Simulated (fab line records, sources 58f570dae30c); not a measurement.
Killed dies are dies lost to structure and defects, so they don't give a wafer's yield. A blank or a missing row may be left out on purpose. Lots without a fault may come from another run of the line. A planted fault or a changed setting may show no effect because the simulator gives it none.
Which tool did it? | flow berkeley_cmos170 | 7 lots, 21 wafers sampled, at 3 steps of a route of 331

WHAT THE GAUGES READ, wafer by wafer
UCB170_V1_CD_MEAS_90: target cd 700 nm.
lot  | measured     | on        | cd_nm (nm)
L479 | day 8 12:26  | cd_sem-01 | 697.3 698.1 698.0
L482 | day 9 07:01  | cd_sem-02 | 702.0 700.9 701.8
L491 | day 10 09:01 | cd_sem-02 | 711.8 701.9 701.8
L497 | day 11 14:38 | cd_sem-02 | 700.1 700.8 701.4
L494 | day 11 15:27 | cd_sem-01 | 700.4 700.8 700.3
L500 | day 12 12:33 | cd_sem-02 | 701.1 701.4 700.8
L502 | day 13 03:50 | cd_sem-01 | 700.0 700.7 701.4

WHICH TOOL RAN EACH LOT (tool, then ch and the chambers of the sampled wafers, then the start)
lot  | UCB170_V1_ETCH_14                  | UCB170_V1_STRIP_15
L479 | rie_diel-02 ch 0,1,2, day 8 12:10  | plasma_asher-04 ch 0,1, day 8 12:20
L482 | rie_diel-03 ch 0,1,2, day 9 06:44  | plasma_asher-01 ch 0,1, day 9 06:55
L491 | rie_diel-03 ch 0,2, day 10 08:44   | plasma_asher-04 ch 0, day 10 08:54
L497 | rie_diel-02 ch 2,3, day 11 14:20   | plasma_asher-04 ch 0,1, day 11 14:32
L494 | rie_diel-01 ch 0,1,2, day 11 15:10 | plasma_asher-02 ch 0,1, day 11 15:21
L500 | rie_diel-02 ch 1,2, day 12 12:14   | plasma_asher-02 ch 0,1, day 12 12:26
L502 | rie_diel-02 ch 0,2,3, day 13 03:33 | plasma_asher-04 ch 0,1, day 13 03:44
- UCB170_V1_ETCH_14: etches SiO2 in CHF3/CF4/Ar, stops on Al, target depth 1250 nm, time 291 s.
- UCB170_V1_STRIP_15: strips in O2.

THE ANSWER, worked out from the rows above alone
Rule: what is usual is taken from the lots themselves. Put in order of their means at a reading, lots are off if they are a third of the lots or fewer, leave a main group of 4 or more, and stand apart from it by a gap of 3 or more times the standard deviation of the main group's means; of several such gaps the widest counts. A main group whose means are all the same, to the digits that the tables above print for the reading, isn't used. A lot without any number at a reading at which 4 lots or more have one is off too. The other lots that the step has rows for count as sound.
No lot is off at any reading shown: from this, nothing can be told.

WHAT THE SIMULATOR HAD PUT IN
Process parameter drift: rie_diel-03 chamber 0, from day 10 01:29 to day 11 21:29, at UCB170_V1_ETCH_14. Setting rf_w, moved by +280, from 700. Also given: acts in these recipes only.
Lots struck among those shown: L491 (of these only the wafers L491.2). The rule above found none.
